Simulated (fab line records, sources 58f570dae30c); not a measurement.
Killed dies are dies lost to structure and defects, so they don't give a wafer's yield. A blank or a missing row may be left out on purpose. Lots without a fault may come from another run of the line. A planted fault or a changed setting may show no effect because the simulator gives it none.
Which tool did it? | flow berkeley_cmos170 | 15 lots, 45 wafers sampled, at 2 steps of a route of 331

WHAT THE GAUGES READ, wafer by wafer
UCB170_WELLDRIVE_THK_MEAS_02. Usual: WELLDRIVE_OXIDE_THK 199.7 nm, standard deviation 2.9.
lot  | measured    | on            | WELLDRIVE_OXIDE_THK (nm) | flag
L283 | day 4 00:19 | film_metro-03 | 197.4 197.1 197.1        |
L285 | day 4 16:40 | film_metro-03 | 202.6 200.7 201.0        |
L284 | day 4 16:40 | film_metro-02 | 200.6 201.6 200.5        |
L286 | day 4 16:40 | film_metro-01 | 201.6 197.7 196.8        |
L287 | day 5 15:35 | film_metro-01 | 197.8 198.5 196.0        |
L289 | day 5 10:56 | film_metro-01 | 199.2 201.2 199.4        |
L288 | day 5 15:36 | film_metro-02 | 199.5 200.5 199.8        |
L290 | day 5 15:39 | film_metro-02 | 198.6 196.7 199.5        |
L297 | day 6 22:46 | film_metro-03 | 198.5 200.4 197.7        |
L298 | day 7 04:04 | film_metro-02 | 204.9 203.4 203.1        |
L300 | day 7 14:16 | film_metro-03 | 205.6 206.6 205.6        |
L301 | day 7 21:43 | film_metro-01 | 198.2 197.8 200.4        |
L302 | day 7 21:43 | film_metro-02 | 204.1 204.0 202.9        |
L303 | day 8 12:14 | film_metro-01 | 197.5 198.0 196.2        |
L305 | day 8 22:50 | film_metro-02 | 200.4 196.3 196.6        |

WHICH TOOL RAN EACH LOT (tool, then ch and the chambers of the sampled wafers, then the start)
lot  | UCB170_NWELL_STRIP_15
L283 | plasma_asher-03 ch 0,1, day 2 19:20
L285 | plasma_asher-03 ch 0,1, day 3 04:25
L284 | plasma_asher-04 ch 0,1, day 3 04:54
L286 | plasma_asher-04 ch 0,1, day 3 07:48
L287 | plasma_asher-03 ch 0,1, day 3 14:49
L289 | plasma_asher-01 ch 0,1, day 3 19:04
L288 | plasma_asher-03 ch 0,1, day 3 19:50
L290 | plasma_asher-01 ch 0,1, day 4 00:54
L297 | plasma_asher-04 ch 0,1, day 5 12:44
L298 | plasma_asher-03 ch 0,1, day 5 21:05
L300 | plasma_asher-01 ch 0,1, day 6 02:17
L301 | plasma_asher-01 ch 0,1, day 6 12:51
L302 | plasma_asher-03 ch 0,1, day 6 16:32
L303 | plasma_asher-01 ch 1, day 6 23:14
L305 | plasma_asher-01 ch 0,1, day 7 04:38
- UCB170_NWELL_STRIP_15: strips in O2.

WHAT THE TOOLS THEMSELVES READ (means of the sampled wafers that have a number; where no wafer has one, the mark that the record gives instead)
UCB170_NWELL_STRIP_15. Usual: drypump_motor_current_A 5.6 A, standard deviation 0.46; oes_product_au 0.721 a.u., standard deviation 0.0044; strip_time_to_endpoint_s 18.02 s, standard deviation 0.086.
lot  | tool            | drypump_motor_current_A (A) | oes_product_au (a.u.) | strip_time_to_endpoint_s (s) | flag
L283 | plasma_asher-03 | 5.2                         | 0.723                 | 18.01                        |
L285 | plasma_asher-03 | 5.5                         | 0.718                 | 18.08                        |
L284 | plasma_asher-04 | 5.7                         | 0.719                 | 17.97                        |
L286 | plasma_asher-04 | 5.4                         | 0.724                 | 18.07                        |
L287 | plasma_asher-03 | 5.2                         | 0.723                 | 18.05                        |
L289 | plasma_asher-01 | 6.0                         | 0.719                 | 17.90                        |
L288 | plasma_asher-03 | 5.2                         | 0.722                 | 17.94                        |
L290 | plasma_asher-01 | 5.8                         | 0.722                 | 17.97                        |
L297 | plasma_asher-04 | 5.4                         | 0.722                 | 18.13                        |
L298 | plasma_asher-03 | 5.2                         | 0.717                 | 18.09                        |
L300 | plasma_asher-01 | 5.8                         | 0.717                 | 17.85                        |
L301 | plasma_asher-01 | 5.8                         | 0.722                 | 18.12                        |
L302 | plasma_asher-03 | 5.4                         | 0.724                 | 17.98                        |
L303 | plasma_asher-01 | 5.6                         | 0.722                 | 18.04                        |
L305 | plasma_asher-01 | 5.8                         | 0.720                 | 18.01                        |

THE ANSWER, worked out from the rows above alone
Rule: a lot is off if the mean of its wafers that have a number lies more than 3 standard deviations from the usual mean. A lot without any number at a reading at which 4 lots or more have one is off too. The other lots that the step has rows for count as sound. The gauges are gone through in route order, then the tools' own readings, and for those a lot's mean is taken as printed above. The first step at which some lot is off is used, and at that step the reading that is off furthest; a lot without a number counts as furthest.
No lot is off at any reading shown: from this, nothing can be told.

WHAT THE SIMULATOR HAD PUT IN
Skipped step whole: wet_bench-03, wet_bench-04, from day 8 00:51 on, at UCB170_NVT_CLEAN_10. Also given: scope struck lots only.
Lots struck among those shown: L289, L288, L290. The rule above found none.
